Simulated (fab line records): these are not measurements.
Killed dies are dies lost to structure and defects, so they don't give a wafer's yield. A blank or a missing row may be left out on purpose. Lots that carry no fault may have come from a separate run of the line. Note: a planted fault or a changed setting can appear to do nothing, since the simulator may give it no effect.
Which tool did it? :: flow berkeley-cmos170 :: 7 lots (21 wafers sampled), 1 step of a 331-step route

WHAT THE GAUGES READ, wafer by wafer
UCB170_V1_THK_MEAS_04.
lot: L714
measured: day 7 08:29
on: film-metro-02
V1_POLISHED_THK (nm): 999.6 999.6 997.3

lot: L720
measured: day 8 14:55
on: film-metro-01
V1_POLISHED_THK (nm): 998.1 1001.6 999.9

lot: L725
measured: day 9 09:59
on: film-metro-01
V1_POLISHED_THK (nm): 998.5 997.6 996.1

lot: L728
measured: day 10 02:05
on: film-metro-01
V1_POLISHED_THK (nm): 1001.7 997.3 998.2

lot: L730
measured: day 10 07:40
on: film-metro-01
V1_POLISHED_THK (nm): 999.5 998.3 999.2

lot: L733
measured: day 10 19:31
on: film-metro-01
V1_POLISHED_THK (nm): 1000.7 1001.3 998.3

lot: L737
measured: day 11 18:13
on: film-metro-01
V1_POLISHED_THK (nm): 999.1 999.1 999.0

WHICH TOOL RAN EACH LOT (tool, then ch and the chambers of the sampled wafers, then the start)
Record: no process step prior to these readings.

THE ANSWER, worked out from the rows above alone
Rule: the usual values come from the lots themselves. The widest of any qualifying gaps counts: lots, ordered by their means at a reading, are off when they make up no more than a third of the lots, leave a main group of 4 or more, and stand apart from it by 3 or more times the standard deviation of that group's means. Not used: any main group whose means are identical at the precision the tables above print for the reading. Also off: a lot with no number at a reading for which 4 or more lots have one. The other lots that the step has rows for count as sound.
No lot is off at any reading shown: from this, nothing can be told.

WHAT THE SIMULATOR HAD INSERTED
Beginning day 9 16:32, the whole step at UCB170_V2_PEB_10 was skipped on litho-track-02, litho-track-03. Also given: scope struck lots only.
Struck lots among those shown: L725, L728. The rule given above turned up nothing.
